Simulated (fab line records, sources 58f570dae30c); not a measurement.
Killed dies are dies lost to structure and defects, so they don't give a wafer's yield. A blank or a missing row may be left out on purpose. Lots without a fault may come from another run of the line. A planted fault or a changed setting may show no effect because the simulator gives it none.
Which tool did it? | flow berkeley_cmos170 | 14 lots, 42 wafers sampled, at 2 steps of a route of 331

WHAT THE GAUGES READ, wafer by wafer
The record holds no reading of a measuring or inspecting step that can be judged against a usual standard deviation.

WHICH TOOL RAN EACH LOT (tool, then ch and the chambers of the sampled wafers, then the start)
lot  | UCB170_PWELL_ETCH_14              | UCB170_PWELL_STRIP_16
L924 | rie_diel-02 ch 0,1,3, day 3 22:44 | plasma_asher-01 ch 0,1, day 3 23:01
L923 | rie_diel-03 ch 0,3, day 3 23:14   | plasma_asher-01 ch 0, day 3 23:29
L925 | rie_diel-02 ch 0,1,3, day 3 23:17 | plasma_asher-02 ch 1, day 3 23:32
L926 | rie_diel-01 ch 0,2,3, day 4 09:56 | plasma_asher-02 ch 0,1, day 4 10:11
L927 | rie_diel-02 ch 1,3, day 4 14:07   | plasma_asher-02 ch 0,1, day 4 14:22
L929 | rie_diel-03 ch 0,2,3, day 4 22:04 | plasma_asher-02 ch 0,1, day 4 22:19
L933 | rie_diel-03 ch 0,2,3, day 5 14:49 | plasma_asher-01 ch 0,1, day 5 15:06
L935 | rie_diel-02 ch 0,1,2, day 5 14:52 | plasma_asher-04 ch 0,1, day 5 15:07
L934 | rie_diel-01 ch 0,1, day 5 14:57   | plasma_asher-04 ch 0,1, day 5 15:13
L937 | rie_diel-03 ch 1,3, day 6 09:50   | plasma_asher-01 ch 0, day 6 10:05
L936 | rie_diel-01 ch 0,3, day 6 10:28   | plasma_asher-04 ch 0,1, day 6 10:46
L939 | rie_diel-03 ch 0,1,3, day 6 19:30 | plasma_asher-01 ch 0,1, day 6 19:45
L940 | rie_diel-02 ch 0,1,3, day 7 04:06 | plasma_asher-04 ch 0,1, day 7 04:21
L944 | rie_diel-02 ch 0,3, day 8 10:11   | plasma_asher-04 ch 0,1, day 8 10:26
- UCB170_PWELL_ETCH_14: etches Si3N4 in CH3F/Ar/O2, stops on SiO2, target depth 242 nm, time 151 s.
- UCB170_PWELL_STRIP_16: strips in O2.

WHAT THE TOOLS THEMSELVES READ (means of the sampled wafers that have a number; where no wafer has one, the mark that the record gives instead)
UCB170_PWELL_ETCH_14.
lot  | tool        | drypump_motor_current_A (A) | oes_product_au (a.u.) | run_length_s (s) | throttle_valve_pct (%)
L924 | rie_diel-02 | 5.5                         | 0.950                 | 179.2            | 8.08
L923 | rie_diel-03 | 5.8                         | 0.959                 | 179.9            | 8.14
L925 | rie_diel-02 | 5.5                         | 0.955                 | 179.1            | 8.07
L926 | rie_diel-01 | 5.9                         | 0.959                 | 178.9            | 7.94
L927 | rie_diel-02 | 5.8                         | 0.953                 | 179.1            | 8.02
L929 | rie_diel-03 | 5.5                         | 0.951                 | 179.2            | 8.03
L933 | rie_diel-03 | 5.5                         | 0.951                 | 179.2            | 8.03
L935 | rie_diel-02 | 5.5                         | 0.944                 | 179.5            | 8.12
L934 | rie_diel-01 | 5.8                         | 1.006                 | 167.8            | 8.13
L937 | rie_diel-03 | 5.5                         | 0.946                 | 180.0            | 8.14
L936 | rie_diel-01 | 6.0                         | 1.023                 | 168.0            | 7.92
L939 | rie_diel-03 | 5.7                         | 0.950                 | 179.6            | 8.12
L940 | rie_diel-02 | 5.5                         | 0.946                 | 179.2            | 8.08
L944 | rie_diel-02 | 5.8                         | 0.939                 | 179.1            | 8.06

UCB170_PWELL_STRIP_16.
lot  | tool            | drypump_motor_current_A (A) | oes_product_au (a.u.) | strip_time_to_endpoint_s (s)
L924 | plasma_asher-01 | 5.3                         | 0.725                 | 18.19
L923 | plasma_asher-01 | 4.8                         | 0.722                 | 18.02
L925 | plasma_asher-02 | 5.5                         | 0.720                 | 18.08
L926 | plasma_asher-02 | 6.2                         | 0.721                 | 18.11
L927 | plasma_asher-02 | 6.2                         | 0.717                 | 18.00
L929 | plasma_asher-02 | 5.8                         | 0.720                 | 18.10
L933 | plasma_asher-01 | 5.7                         | 0.720                 | 18.07
L935 | plasma_asher-04 | 5.7                         | 0.721                 | 18.18
L934 | plasma_asher-04 | 5.5                         | 0.720                 | 18.40
L937 | plasma_asher-01 | 4.8                         | 0.724                 | 18.21
L936 | plasma_asher-04 | 5.5                         | 0.721                 | 18.42
L939 | plasma_asher-01 | 5.2                         | 0.721                 | 18.14
L940 | plasma_asher-04 | 5.5                         | 0.720                 | 18.13
L944 | plasma_asher-04 | 5.7                         | 0.721                 | 18.13

THE ANSWER, worked out from the rows above alone
Rule: what is usual is taken from the lots themselves. Put in order of their means at a reading, lots are off if they are a third of the lots or fewer, leave a main group of 4 or more, and stand apart from it by a gap of 3 or more times the standard deviation of the main group's means; of several such gaps the widest counts. A main group whose means are all the same, to the digits that the tables above print for the reading, isn't used. A lot without any number at a reading at which 4 lots or more have one is off too. The other lots that the step has rows for count as sound. The gauges are gone through in route order, then the tools' own readings, and for those a lot's mean is taken as printed above. The first step at which some lot is off is used, and at that step the reading that is off furthest; a lot without a number counts as furthest.
Off: L934, L936, at UCB170_PWELL_ETCH_14 (run_length_s). The main group: mean 179.3 s, standard deviation 0.33.
A tool fits if, at that step or a process step before it, it ran every lot that is off, and no sound lot after the first of them. One fits: rie_diel-01 at UCB170_PWELL_ETCH_14. Its last sound lot is L926 (day 4 09:56), its first lot that is off L934 (day 5 14:57): a fault that began between those two fits.
The tool's own readings at UCB170_PWELL_ETCH_14 bear it out: on the lots that are off they differ by more than 5 times the standard deviation of the sound lots' means. oes_product_au reads 1.014 a.u. there against 0.950 a.u. on the sound lots; run_length_s reads 167.9 s there against 179.3 s on the sound lots.

WHAT THE SIMULATOR HAD PUT IN
Process parameter drift: rie_diel-01, from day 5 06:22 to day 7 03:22, at UCB170_PWELL_ETCH_14. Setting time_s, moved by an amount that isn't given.
Lots struck among those shown: L934, L936. The rule above found the same.
